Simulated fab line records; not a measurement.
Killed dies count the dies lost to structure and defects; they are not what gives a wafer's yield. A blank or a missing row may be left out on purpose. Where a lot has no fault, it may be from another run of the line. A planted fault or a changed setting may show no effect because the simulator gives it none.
8D (eight disciplines) problem report, filled in by code | flow rit_cmos | the parts of the form that need people (team, actions taken, sign-off) are left out

1. WHAT WENT WRONG
Mean of rf_fwd_power_W at RIT_CONTACT_ETCH_11: 119.6 W across 2 wafers in 2 lots; on wafers with no fault it is 199.5 W (standard deviation 0.61). That is -99 or more standard deviations from the usual mean.
The step: etches SiO2 in CHF3/CF4/Ar, stops on TiSi2, target depth 480 nm, time 320 s.
Seen first at day 6 01:33 on rie_diel-04, wafer L373.2. At this step, 42 wafers from 14 lots have a number in the record. Rule for "out", or "out of limits": more than 4 standard deviations from the usual mean. The other wafers with a number count as sound.

2. WHAT IT IS, WHAT IT ISN'T
question                    | is               | is not
which readings at this step | rf_fwd_power_W   | O2_flow_sccm, drypump_motor_current_A, oes_product_au, throttle_valve_pct
which lots                  | L373, L374       | L366, L375, L376, L377, L378, L379, L380, L381, L382, L383, L385, L387
which wafers of those lots  | L373.2, L374.2   | L373.1, L373.5, L374.1, L374.6
read on which tools         | rie_diel-04      | rie_diel-01, rie_diel-03
when                        | from day 6 01:33 | up to then (5 sound wafers); but 35 sound wafers of L374, L375, L376, L377, L378, L379, L380, L381, L382, L383, L385, L387 came after

3. WHAT RULES OUT EACH SUSPECT
Counting: any tool at a process step up to the reading remains a suspect provided it ran every lot that is out. Sound lots after the first of them don't rule it out here, since some wafers of a struck lot are sound.
- rie_diel-04 at RIT_CONTACT_ETCH_11 (etches SiO2 in CHF3/CF4/Ar, stops on TiSi2, target depth 480 nm, time 320 s): kept. It processed each lot that is out (first: L373, day 6 01:33); up to then, its last sound lot is L366 (day 4 23:08). On those wafers its own readings are out: rf_fwd_power_W.
- In rie_diel-04 at RIT_CONTACT_ETCH_11, the wafers that are out were processed in chamber 2 and their sound lot-mates in chambers 0, 1.
Left after counting: rie_diel-04 at RIT_CONTACT_ETCH_11.

4. THE CAUSE (what the simulator had put in)
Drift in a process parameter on rie_diel-04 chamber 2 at RIT_CONTACT_ETCH_11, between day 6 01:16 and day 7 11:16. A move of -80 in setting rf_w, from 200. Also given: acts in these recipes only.
The count eliminated every tool but this one.

5. THE EFFECT CHAIN, in route order
One row per reading whose mean, taken over the struck wafers that have a number, lies over 3 standard deviations from the usual. Only readings for which the record gives a usual standard deviation are gone through. hours: the time from each lot's start at the first step in this table that gives one to its start at this step, as a median over the lots. sigmas: the change in usual standard deviations.
hours | step                | reading            | usual   | on struck wafers | change | sigmas
0     | RIT_CONTACT_ETCH_11 | rf_fwd_power_W     | 199.5 W | 119.6            | -79.9  | -99 or more
6     | RIT_M1_PROBE_99     | killed_at_contacts | 0.1     | 257.0            | +256.9 | +99 or more
6     | RIT_M1_PROBE_99     | killed_dies        | 7       | 264              | +257   | +80
6     | RIT_M1_PROBE_99     | killed_on_rim      | 1.9     | 70.0             | +68.1  | +45
Its process steps:
- RIT_CONTACT_ETCH_11: etches SiO2 in CHF3/CF4/Ar, stops on TiSi2, target depth 480 nm, time 320 s.
- RIT_M1_PROBE_99

6. WHAT WOULD HAVE CAUGHT IT SOONER
0 hours passed between the start of the fault at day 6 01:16 and the first reading out of limits in this record, taken at day 6 01:33.
